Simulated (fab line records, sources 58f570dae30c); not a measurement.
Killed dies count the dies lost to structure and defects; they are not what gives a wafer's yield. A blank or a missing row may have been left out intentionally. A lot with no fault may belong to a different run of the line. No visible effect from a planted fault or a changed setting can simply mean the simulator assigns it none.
Code-filled problem report in 8D (eight disciplines) form / flow berkeley cmos170 / the parts of the form that need people (team, actions taken, sign-off) are left out

1. PROBLEM STATEMENT
Wafers without a fault read 30.000, standard deviation 0.01; beam energy keV at UCB170_PVT_IMPLANT_07 reads a mean of 29.108 on 6 wafers belonging to 2 lots. That is -89 standard deviations from the usual mean.
The first sign was on wafer L960.2 at day 9 03:38, on implanter-02. The record holds 18 wafers of 6 lots with a number at this step. The rule behind "out" and "out of limits": a value lying over 4 standard deviations away from the usual mean. Any other wafer with a number is counted as sound.

2. WHAT THIS IS AND IS NOT
question=which readings at this step | is=beam energy keV | is not=beam on s
question=which lots | is=L960, L965 | is not=L947, L948, L966, L968
question=which wafers of those lots | is=all that have a number | is not=-
question=read on which tools | is=implanter-02 | is not=implanter-03, implanter-04
question=when | is=from day 9 03:38 | is not=up to then (6 sound wafers); but 6 sound wafers of L966, L968 came after

3. SUSPECTS, AND WHAT RULES EACH OUT
Counting: any tool at a process step up to the reading is kept as a suspect provided that every lot that is out went through it and no sound lot did after the first of them.
- implanter-02 at UCB170_PVT_IMPLANT_07: kept. All lots that are out passed through it, beginning with L960 at day 9 03:38, and no sound lot followed; its final sound lot before that point was L948 at day 6 14:44. Out on those wafers are its own readings of beam energy keV.
After counting, what remains is implanter-02 at UCB170_PVT_IMPLANT_07.

4. THE CAUSE (what the simulator had put in)
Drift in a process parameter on implanter-02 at UCB170_PVT_IMPLANT_07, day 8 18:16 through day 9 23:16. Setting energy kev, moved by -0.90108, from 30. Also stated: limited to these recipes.
The count eliminated every tool but this one.

5. THE CHAIN OF EFFECTS, in route order
Rows list readings where the struck wafers' mean (over those with a number) sits beyond 3 standard deviations from the usual. Only readings for which the record gives a usual standard deviation are gone through. hours: the time from each lot's start at the first step in this table that gives one to its start at this step, as a median over the lots. sigmas: the change in usual standard deviations.
hours=0; step=UCB170_PVT_IMPLANT_07; reading=beam energy keV; usual=30.000; on struck wafers=29.108; change=-0.892; sigmas=-89
Its process steps:
- UCB170_PVT_IMPLANT_07

6. WHAT WOULD HAVE CAUGHT IT SOONER
In this record the first reading out of limits was taken at day 9 03:38, 9 hours after the fault began at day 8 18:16.
